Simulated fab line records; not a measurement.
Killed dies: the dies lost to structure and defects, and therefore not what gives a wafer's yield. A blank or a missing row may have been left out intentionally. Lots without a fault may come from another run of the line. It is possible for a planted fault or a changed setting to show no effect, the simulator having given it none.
Comparing a struck lot with a sound one -- flow rit_cmos -- 18 out of 202 route steps
Sound: wafers L988.1, L988.4, L988.5. Struck: wafers L100.2, L100.3, L100.4. The cause is given at the end.
For every step that has rows: the tool of each side, followed by ch and its chambers, followed by its first start. Under that, the readings that differ: sound wafers -- struck wafers -- difference of the means -- sigmas: that difference in standard deviations of wafers without a fault.
alike: readings with means less than 2 such deviations apart, plus words and numbers identical on both sides. not compared: withheld readings, readings lacking a value on some wafer, bounds such as >300 that could conceal the same value, and numbers that have no deviation in the record and whose values overlap.
The two part at a step that has a row with sigmas, a row that says differs or no value, or rows on one side only. Numbers that have no deviation but don't overlap get no sigmas and don't part them. Lack of a reading on every wafer of one side parts them only where that side has two or more wafers.

first, 4 steps without rows for these wafers: RIT_NSD_SOFTBAKE_02 (time 60 s); RIT_NSD_EXPOSE_03 (exposes mask M9, target cd 40700 nm); RIT_NSD_PEB_04; RIT_NSD_DEVELOP_05 (develop time 50 s).
RIT_NSD_OVL_MEAS_06:
  sound: overlay-01 at day 4 00:18; struck: overlay-01 at day 6 17:26
  alike: NSD_OVL
then, 2 steps without rows for these wafers: RIT_NSD_HARDBAKE_07 (time 60 s); RIT_NSD_IMPLANT_08.
RIT_NSD_STRIP_09: strips in O2, time 180 s.
  sound on plasma_asher-03 ch 0,1, day 4 00:38; struck on plasma_asher-03 ch 0,1, day 6 17:46
  alike: drypump_motor_current_A
  not compared: rf_hours_counter_h
RIT_NSD_TW_MEAS_10:
  sound: film_metro-02 at day 4 00:49; struck: film_metro-03 at day 6 17:58
  alike: NSD_TW
then, 3 steps without rows for these wafers: RIT_PSD_HMDS_00 (prime time 60 s); RIT_PSD_COAT_01 (resist thk 1000 nm); RIT_PSD_SOFTBAKE_02 (time 60 s).
RIT_PSD_EXPOSE_03: exposes mask M10, target cd 40900 nm.
  sound on iline_stepper-01 ch 0, day 4 01:19; struck on iline_stepper-02 ch 0, day 6 18:32
reading,sound,struck,difference,sigmas
model.PSD.overlay_x_nm (nm),-0.9792 -0.9792 -0.9792,-150.2 -150.2 -150.2,-149.2,
  alike: mask, reticle_temp_C
then, 2 steps without rows for these wafers: RIT_PSD_PEB_04; RIT_PSD_DEVELOP_05 (develop time 50 s).
RIT_PSD_OVL_MEAS_06:
  sound: overlay-01 at day 4 01:43; struck: overlay-02 at day 6 19:01
reading,sound,struck,difference,sigmas
PSD_OVL (nm),-1.3 -3.7 -0.7,-152.0 -151.5 -151.6,-149.8,-99 or more
then, 1 step without rows for these wafers: RIT_PSD_HARDBAKE_07 (time 60 s).
RIT_M1_PROBE_99:
  sound: prober-02 at day 4 09:57; struck: prober-01 at day 7 04:43
reading,sound,struck,difference,sigmas
killed_open,2 4 1,5 6 9,+4,+2
model.etest.select_edge_diode_p.leak_log10_a (angstrom),-10.38 -9.893 -10.53,-9.613 -9.884 -9.722,+0.528,
  alike: killed_at_contacts, killed_at_front_end, killed_dies, killed_short

## WHERE THEY PART
First at RIT_PSD_OVL_MEAS_06; last, within this record, at RIT_M1_PROBE_99.

WHY: what had been put in by the simulator
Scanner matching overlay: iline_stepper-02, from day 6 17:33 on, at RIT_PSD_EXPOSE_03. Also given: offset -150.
